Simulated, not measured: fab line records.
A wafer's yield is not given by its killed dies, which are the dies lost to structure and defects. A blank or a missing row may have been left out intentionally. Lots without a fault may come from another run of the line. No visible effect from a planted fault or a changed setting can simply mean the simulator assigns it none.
Code-filled problem report in 8D (eight disciplines) form + flow ritCmos + the parts of the form that need people (team, actions taken, sign-off) are left out

1. WHAT WENT WRONG
killedAtContacts at RIT_M1_PROBE_99 reads a mean of 17.0 on 1 wafer of 1 lot; wafers without a fault read 0.1 with a standard deviation of 0.29. Measured from the usual mean, that is +58 standard deviations.
Earliest sighting: wafer L125.1 on prober-01 at day 5 11:40. The record has a number at this step for 21 wafers belonging to 7 lots. By rule, "out" or "out of limits" means more than 4 standard deviations away from the usual mean. Any other wafer with a number is counted as sound.

2. WHAT IT IS, WHAT IT ISN'T
| question                    | is                                        | is not                                                                                      |
|-----------------------------|-------------------------------------------|---------------------------------------------------------------------------------------------|
| which readings at this step | killedAtContacts, killedDies, killedOnRim | killedAtFrontEnd, killedOpen, killedShort                                                   |
| which lots                  | L125                                      | L118, L119, L130, L131, L133, L134                                                          |
| which wafers of those lots  | L125.1                                    | L125.3, L125.5                                                                              |
| read on which tools         | prober-01                                 | prober-02                                                                                   |
| when                        | from day 5 11:40                          | up to then (6 sound wafers); but 14 sound wafers of L125, L130, L131, L133, L134 came after |

3. WHAT RULES OUT EACH SUSPECT
Counting: any tool at a process step up to the reading remains a suspect provided it ran every lot that is out. Sound lots after the first of them don't rule it out here, since some wafers of a struck lot are sound.
- rieDiel-03 at RIT_CONTACT_ETCH_11 (etches SiO2 in CHF3/CF4/Ar, stops on TiSi2, target depth 480 nm, time 320 s): kept. L125, the lot that is out, went through it at day 5 06:38; up to then, the latest sound lot through it was L119 at day 3 23:10.
- prober-01 at RIT_M1_PROBE_99: kept. L125, the lot that is out, went through it at day 5 11:40; up to then, the latest sound lot through it was L119 at day 4 04:11. Out on those wafers are its own readings of killedAtContacts, killedDies, killedOnRim.
- Within rieDiel-03 at RIT_CONTACT_ETCH_11: the wafers that are out ran in chamber 1; their sound lot-mates ran in chambers 2, 3.
What counting leaves: rieDiel-03 at RIT_CONTACT_ETCH_11 and prober-01 at RIT_M1_PROBE_99.

4. THE CAUSE (what the simulator had put in)
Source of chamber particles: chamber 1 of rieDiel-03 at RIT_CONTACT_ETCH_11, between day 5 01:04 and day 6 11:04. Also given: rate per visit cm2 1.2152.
Counting leaves 2 suspects; this tool is one of them.

5. THE CHAIN OF EFFECTS, in route order
Each row: a reading whose mean over the struck wafers that have a number lies more than 3 standard deviations from the usual. Readings are gone through only where the record gives a usual standard deviation; hours: the median, over the lots, of the time from a lot's start at the first step in this table giving one to that lot's start at this step; sigmas: the change measured in usual standard deviations.
| hours | step            | reading          | usual | on struck wafers | change | sigmas |
|-------|-----------------|------------------|-------|------------------|--------|--------|
| 0     | RIT_M1_PROBE_99 | killedAtContacts | 0.1   | 17.0             | +16.9  | +58    |
| 0     | RIT_M1_PROBE_99 | killedDies       | 7     | 24               | +17    | +5.7   |
| 0     | RIT_M1_PROBE_99 | killedOnRim      | 1.7   | 9.0              | +7.3   | +5.6   |
The process steps in it:
- RIT_M1_PROBE_99

6. HOW IT WOULD HAVE BEEN CAUGHT EARLIER
First out-of-limits reading in this record: day 5 11:40, which is 11 hours after fault onset at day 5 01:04.
Of the tool readings at RIT_CONTACT_ETCH_11 for which the record gives a usual standard deviation, none was out on any struck wafer, so an alarm limit of 4 standard deviations on them would not have fired.
The start of RIT_CONTACT_ETCH_11 on rieDiel-03 came by day 5 11:40 for every one of the lots that are out (1). Tool hold at that time: it would have spared none of them.
